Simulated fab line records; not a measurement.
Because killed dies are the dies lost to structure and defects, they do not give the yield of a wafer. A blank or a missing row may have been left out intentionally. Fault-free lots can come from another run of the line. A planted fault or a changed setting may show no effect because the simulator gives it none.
fab line records	flow berkeley-cmos170
record lots=14	wafers=42	last-day=12
route steps=331 shown PVT@123 NLDD@166 BACKSIDE@202 CONTACT@232
lots that met no fault: from a run of the same line without faults
start-h: start of the lot's first displayed wafer, in hours after the record's first day	wait-h: hours from the lot's prior step to this one	" repeats the value in the row above	L1.1+2: a row that stands for several wafers	- no value, or no start given	* or withheld: withheld	< > ~ a bound
route shown NAME@n: a module of which the file shows steps, and the number in the route of the first	usual: mean/standard deviation of fault-free wafers	same: alike in all rows	chamber/n: place in a boat	sites: the reading at each site	_std_site: standard deviation across them	_edge_site: outer sites' mean less inner sites'	radius-mm: how far each site lies from the wafer's centre	mask NAME#n: copy n	behind: the last tool/chamber to shape the wafer	hold: why the lot was held/for how many hours/how that ended	device: the n, p or np transistor that did not switch	end of line: tests run on the same wafers once the route is complete	a step given without rows: its recipe and nothing more	killed: not the wafer's yield, but the dies lost to structure and defects at the first sort	map: per-die view of a wafer (x killed, . not killed, _ where there is no die)
set.NAME: the run value of the setting; set.NAME@STEP: its run value at that earlier step	model.NAME: the simulator's own value behind a step, which no gauge read
a sample of lots followed through the steps of the route, with each step as a table and each wafer as a row
services: when a tool's chamber went out of use (start-h, in hours from the record's first day, below 0 if earlier), for how many hours, and the reason
## steps
# step UCB170_PVT_STRIP_08
# recipe chemistry=O2	power-w=400	pressure-mtorr=3500	platen-temp-c=withheld	o2-flow-sccm=400	overash-fraction=0.5
# usual drypump-motor-current-A=5.9/0.45	oes-product-au=0.735/0.0041	strip-time-to-endpoint-s=21.59/0.053
# same overash-fraction=0.5
lot.wafer	tool	chamber	start-h	wait-h	drypump-motor-current-A	oes-product-au	rf-hours-counter-h	strip-time-to-endpoint-s
L393.4	plasma-asher-02	0	146.89	0.1	6.1	0.736	-	21.54
L393.5	"	1	"	"	6.3	0.737	-	21.54
L393.6	"	0	"	"	6.1	0.731	-	21.50
L396.2	plasma-asher-04	0	147.13	0.1	5.5	0.731	42	21.54
L396.3	"	0	"	"	5.5	0.736	-	21.44
L396.5	"	0	"	"	5.5	0.737	-	21.59
L395.2	plasma-asher-04	0	150.39	0.1	5.5	0.739	42	21.68
L395.3	"	0	"	"	5.5	0.738	-	21.67
L395.6	"	0	"	"	5.5	0.734	-	21.59
L394.2	plasma-asher-03	0	150.67	0.1	5.2	0.737	38	21.62
L394.3	"	1	"	"	6.4	0.733	-	21.61
L394.6	"	0	"	"	5.2	0.740	-	21.70
L398.1	plasma-asher-02	0	154.81	0.1	6.2	0.734	42	21.52
L398.2	"	1	"	"	6.3	0.730	42	21.53
L398.3	"	1	"	"	6.3	0.733	-	21.67
L399.1	plasma-asher-03	0	154.94	0.1	5.2	0.734	39	21.62
L399.2	"	1	"	"	6.4	0.732	39	21.60
L399.5	"	1	"	"	6.3	0.735	-	21.61
L397.2	plasma-asher-04	0	159.74	0.1	5.5	0.734	43	21.65
L397.3	"	1	"	"	5.5	0.734	-	21.60
L397.5	"	1	"	"	5.5	0.731	-	21.60
L402.1	plasma-asher-02	0	178.21	0.1	6.2	0.736	46	21.56
L402.3	"	1	"	"	6.3	0.729	-	21.53
L402.5	"	1	"	"	6.3	0.737	-	21.59
L403.4	plasma-asher-02	1	179.32	0.1	6.4	0.732	-	21.61
L403.5	"	1	"	"	6.3	0.735	-	21.68
L403.6	"	0	"	"	6.1	0.733	-	21.61
L408.1	plasma-asher-02	0	193.83	0.1	6.2	0.736	49	21.61
L408.4	"	1	"	"	6.3	0.742	-	21.55
L408.6	"	1	"	"	6.4	0.727	-	21.60
L409.2	plasma-asher-03	1	219.95	0.1	6.4	0.743	44	21.60
L409.4	"	1	"	"	6.4	0.726	-	21.68
L409.5	"	0	"	"	5.2	0.733	-	21.66
L412.3	plasma-asher-03	0	224.61	0.1	5.2	0.734	-	21.57
L412.5	"	0	"	"	5.2	0.737	-	21.60
L412.6	"	1	"	"	6.4	0.742	-	21.60
L415.3	plasma-asher-03	0	238.78	0.1	5.2	0.734	-	21.67
L415.5	"	0	"	"	5.2	0.735	-	21.66
L415.6	"	1	"	"	6.4	0.738	-	21.65
L414.2	plasma-asher-02	1	239.14	0.1	6.3	0.733	55	21.58
L414.4	"	1	"	"	6.2	0.729	-	21.55
L414.5	"	1	"	"	6.3	0.734	-	21.51
# step UCB170_NLDD_IMPLANT_08
# recipe species=As	dose-cm2=5e+13	energy-kev=30	tilt-deg=7	rotation-deg=0
# usual beam-energy-keV=29.998/0.0086	dose-ions-cm2=5.001e+13/5.7e+10	end-station-pressure-torr=5.08e-06/2.6e-07
# same implant-ion-amu=75
lot.wafer	tool	chamber	start-h	wait-h	beam-energy-keV	dose-ions-cm2	end-station-pressure-torr
L396.2	implanter-04	0	165.34	0.0	29.999	4.997e+13	5.39e-06
L396.3	"	0	"	"	29.992	4.993e+13	4.77e-06
L396.5	"	0	"	"	30.008	4.995e+13	5.17e-06
L393.4	implanter-03	0	165.67	0.1	29.995	5.007e+13	5.22e-06
L393.5	"	0	"	"	30.002	5.001e+13	4.92e-06
L393.6	"	0	"	"	29.995	5.011e+13	5.29e-06
L394.2	implanter-03	0	166.55	0.0	29.995	5.012e+13	5.28e-06
L394.3	"	0	"	"	29.999	5.008e+13	4.86e-06
L394.6	"	0	"	"	30.004	4.998e+13	5.26e-06
L395.2	implanter-02	0	166.78	0.0	30.003	4.995e+13	5.48e-06
L395.3	"	0	"	"	30.003	5e+13	4.88e-06
L395.6	"	0	"	"	30.001	5.01e+13	5.29e-06
L398.1	implanter-03	0	176.27	0.0	30.005	5.003e+13	5.52e-06
L398.2	"	0	"	"	30.012	5.001e+13	5.56e-06
L398.3	"	0	"	"	29.997	4.993e+13	4.88e-06
L399.1	implanter-04	0	176.54	0.1	29.995	4.997e+13	5.4e-06
L399.2	"	0	"	"	29.991	5.009e+13	4.83e-06
L399.5	"	0	"	"	29.997	5e+13	5.26e-06
L397.2	implanter-04	0	183.14	0.0	29.986	5e+13	4.99e-06
L397.3	"	0	"	"	29.994	4.998e+13	5.24e-06
L397.5	"	0	"	"	29.996	4.994e+13	5.35e-06
L402.1	implanter-03	0	195.51	0.0	30.018	4.999e+13	5.37e-06
L402.3	"	0	"	"	30.007	5e+13	5.31e-06
L402.5	"	0	"	"	30.002	5.003e+13	4.85e-06
L403.4	implanter-04	0	195.90	0.1	19.496	4.994e+13	4.75e-06
L403.5	"	0	"	"	19.497	5.01e+13	5.13e-06
L403.6	"	0	"	"	19.510	5e+13	5.01e-06
L408.1	implanter-04	0	210.21	0.0	19.487	5.011e+13	4.87e-06
L408.4	"	0	"	"	19.498	5.008e+13	4.88e-06
L408.6	"	0	"	"	19.490	5.004e+13	4.87e-06
L409.2	implanter-02	0	241.59	0.0	29.989	5.002e+13	4.48e-06
L409.4	"	0	"	"	29.984	5.004e+13	5.48e-06
L409.5	"	0	"	"	29.993	5.005e+13	4.69e-06
L412.3	implanter-03	0	241.77	0.1	30.007	4.997e+13	5.51e-06
L412.5	"	0	"	"	30.017	4.996e+13	5.03e-06
L412.6	"	0	"	"	29.999	4.997e+13	5.16e-06
L415.3	implanter-03	0	256.19	0.1	30.021	4.999e+13	5.38e-06
L415.5	"	0	"	"	30.003	5.001e+13	5.21e-06
L415.6	"	0	"	"	30.000	5.003e+13	4.96e-06
L414.2	implanter-02	0	256.80	0.0	30.000	5.002e+13	4.67e-06
L414.4	"	0	"	"	29.992	4.998e+13	5.17e-06
L414.5	"	0	"	"	30.008	5.005e+13	4.87e-06
# step UCB170_NLDD_TW_MEAS_11
# usual NLDD_TW=2211/21
lot.wafer	tool	chamber	start-h	wait-h	NLDD_TW
L396.2	film-metro-01	-	165.73	0.1	2183
L396.3	"	-	"	"	2191
L396.5	"	-	"	"	2178
L393.4	film-metro-01	-	166.02	0.1	2193
L393.5	"	-	"	"	2178
L393.6	"	-	"	"	2178
L394.2	film-metro-04	-	166.93	0.1	2250
L394.3	"	-	"	"	2251
L394.6	"	-	"	"	2242
L395.2	film-metro-01	-	167.16	0.1	2192
L395.3	"	-	"	"	2200
L395.6	"	-	"	"	2185
L398.1	film-metro-04	-	176.67	0.1	2222
L398.2	"	-	"	"	2222
L398.3	"	-	"	"	2233
L399.1	film-metro-04	-	176.94	0.1	2219
L399.2	"	-	"	"	2224
L399.5	"	-	"	"	2223
L397.2	film-metro-01	-	183.53	0.1	2184
L397.3	"	-	"	"	2179
L397.5	"	-	"	"	2186
L402.1	film-metro-04	-	195.91	0.1	2219
L402.3	"	-	"	"	2222
L402.5	"	-	"	"	2224
L403.4	film-metro-01	-	196.25	0.1	2084
L403.5	"	-	"	"	2090
L403.6	"	-	"	"	2093
L408.1	film-metro-01	-	210.61	0.1	2092
L408.4	"	-	"	"	2078
L408.6	"	-	"	"	2087
L409.2	film-metro-03	-	241.97	0.1	2220
L409.4	"	-	"	"	2209
L409.5	"	-	"	"	2217
L412.3	film-metro-03	-	242.14	0.1	2215
L412.5	"	-	"	"	2211
L412.6	"	-	"	"	2211
L415.3	film-metro-04	-	256.56	0.1	2254
L415.5	"	-	"	"	2234
L415.6	"	-	"	"	2240
L414.2	film-metro-04	-	257.19	0.1	2247
L414.4	"	-	"	"	2250
L414.5	"	-	"	"	2233
# step UCB170_BACKSIDE_STRIP_03
# recipe chemistry=O2	power-w=400	pressure-mtorr=3500	platen-temp-c=withheld	o2-flow-sccm=400	overash-fraction=0.5
# usual drypump-motor-current-A=6.1/0.34	oes-product-au=0.734/0.0039	strip-time-to-endpoint-s=21.94/0.079
# same overash-fraction=0.5
lot.wafer	tool	chamber	start-h	wait-h	drypump-motor-current-A	oes-product-au	rf-hours-counter-h	strip-time-to-endpoint-s
L396.2	plasma-asher-02	1	178.10	0.1	6.3	0.734	46	21.99
L396.3	"	0	"	"	6.1	0.734	-	22.01
L396.5	"	1	"	"	6.3	0.727	-	21.99
L393.4	plasma-asher-02	1	178.48	0.1	6.3	0.733	-	21.94
L393.5	"	0	"	"	6.1	0.734	-	21.99
L393.6	"	1	"	"	6.4	0.737	-	22.00
L394.2	plasma-asher-01	0	178.83	0.1	6.3	0.738	8	21.99
L394.3	"	1	"	"	6.0	0.733	-	22.04
L394.6	"	0	"	"	6.3	0.735	-	22.02
L395.2	plasma-asher-01	0	179.37	0.1	6.3	0.737	8	21.84
L395.3	"	1	"	"	6.1	0.736	-	21.87
L395.6	"	0	"	"	6.3	0.737	-	21.91
L399.1	plasma-asher-01	1	187.79	0.1	6.0	0.736	10	22.04
L399.2	"	0	"	"	6.3	0.733	10	21.98
L399.5	"	0	"	"	6.3	0.735	-	22.06
L398.1	plasma-asher-02	1	187.87	0.1	6.3	0.729	48	21.87
L398.2	"	0	"	"	6.2	0.732	48	21.82
L398.3	"	1	"	"	6.3	0.742	-	21.92
L397.2	plasma-asher-01	0	194.36	0.1	6.3	0.736	11	22.03
L397.3	"	0	"	"	6.3	0.734	-	22.10
L397.5	"	0	"	"	6.3	0.737	-	22.00
L402.1	plasma-asher-01	1	209.92	0.1	6.1	0.734	13	22.03
L402.3	"	1	"	"	6.0	0.738	-	21.99
L402.5	"	0	"	"	6.3	0.730	-	21.97
L403.4	plasma-asher-02	0	210.99	0.1	6.2	0.725	-	21.88
L403.5	"	0	"	"	6.2	0.735	-	21.92
L403.6	"	1	"	"	6.3	0.731	-	21.91
L408.1	plasma-asher-03	0	220.49	0.1	5.2	0.741	45	21.83
L408.4	"	0	"	"	5.2	0.739	-	21.85
L408.6	"	1	"	"	6.4	0.736	-	21.87
L409.2	plasma-asher-01	0	251.72	0.1	6.3	0.739	18	21.95
L409.4	"	0	"	"	6.3	0.739	-	21.88
L409.5	"	1	"	"	6.0	0.736	-	21.93
L412.3	plasma-asher-03	0	252.25	0.1	5.2	0.735	-	21.89
L412.5	"	1	"	"	6.4	0.738	-	21.98
L412.6	"	0	"	"	5.2	0.739	-	21.93
L414.2	plasma-asher-02	1	267.96	0.1	6.4	0.735	58	21.87
L414.4	"	1	"	"	6.3	0.732	-	21.90
L414.5	"	0	"	"	6.1	0.739	-	21.89
L415.3	plasma-asher-01	1	268.51	0.1	6.0	0.725	-	21.96
L415.5	"	0	"	"	6.3	0.732	-	21.99
L415.6	"	1	"	"	6.0	0.729	-	22.00
# step UCB170_CONTACT_OVL_MEAS_16
# usual CONTACT_OVL=-1/5.9
lot.wafer	tool	chamber	start-h	wait-h	CONTACT_OVL[nm]
L396.2	overlay-01	-	184.23	0.1	-10
L396.3	"	-	"	"	-9
L396.5	"	-	"	"	-9
L393.4	overlay-01	-	185.86	0.1	12
L393.5	"	-	"	"	5
L393.6	"	-	"	"	6
L394.2	overlay-01	-	186.41	0.1	0
L394.3	"	-	"	"	5
L394.6	"	-	"	"	1
L395.2	overlay-02	-	186.57	0.1	-10
L395.3	"	-	"	"	-10
L395.6	"	-	"	"	-5
L398.1	overlay-02	-	195.52	0.1	-8
L398.2	"	-	"	"	-11
L398.3	"	-	"	"	-12
L399.1	overlay-01	-	195.67	0.1	6
L399.2	"	-	"	"	1
L399.5	"	-	"	"	-1
L397.2	overlay-01	-	201.13	0.1	-1
L397.3	"	-	"	"	-11
L397.5	"	-	"	"	-9
L402.1	overlay-02	-	215.36	0.1	-3
L402.3	"	-	"	"	-2
L402.5	"	-	"	"	-6
L403.4	overlay-01	-	218.60	0.1	0
L403.5	"	-	"	"	1
L403.6	"	-	"	"	3
L408.1	overlay-01	-	227.81	0.1	-7
L408.4	"	-	"	"	-3
L408.6	"	-	"	"	2
L409.2	overlay-01	-	258.56	0.1	8
L409.4	"	-	"	"	-1
L409.5	"	-	"	"	-2
L412.3	overlay-01	-	259.01	0.1	-3
L412.5	"	-	"	"	4
L412.6	"	-	"	"	-5
L414.2	overlay-01	-	273.73	0.1	2
L414.4	"	-	"	"	-3
L414.5	"	-	"	"	2
L415.3	overlay-02	-	275.29	0.1	-6
L415.5	"	-	"	"	-9
L415.6	"	-	"	"	-9
## services
tool	chamber	start-h	hours	kind
plasma-asher-03	-	126.92	0.7	repair
implanter-03	-	127.54	3.8	repair
implanter-04	-	159.64	4.0	repair
plasma-asher-03	-	164.46	28.1	pm
implanter-04	-	171.48	3.4	repair
implanter-02	-	171.73	14.9	pm
plasma-asher-03	-	206.47	0.7	repair
plasma-asher-04	-	216.57	15.6	pm
plasma-asher-01	-	229.83	2.7	repair
implanter-04	-	233.08	3.2	repair
plasma-asher-01	-	257.41	1.2	repair
## key
first-sign step=UCB170_NLDD_IMPLANT_08	reading=beam-energy-keV	direction=down	sigmas=99+	usual=29.998	struck=19.496
effect step=UCB170_NLDD_TW_MEAS_11	reading=NLDD_TW	direction=down	sigmas=5.8	usual=2211	struck=2087
met-at UCB170_NLDD_IMPLANT_08
struck-lots L403,L408
tester-left-out L403,L408
not-acting-at UCB170_PVT_STRIP_08,UCB170_BACKSIDE_STRIP_03,UCB170_CONTACT_OVL_MEAS_16
onset-between 183.14 195.90
fault kind=process-parameter-drift	tool=implanter-04	chamber=-	onset-h=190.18	steps=UCB170_NLDD_IMPLANT_08	channel=energy-kev	offset=-10.5	shape=step	end-h=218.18	acts-in=these-recipes-only	stated=30
# tester-left-out: of these lots the tester's yield and bins aren't shown, on N5 and GAA mostly nor the transistor test; their killed dies are dies lost to structure and defects alone, not to doping, threshold or leakage, so they don't give the yield
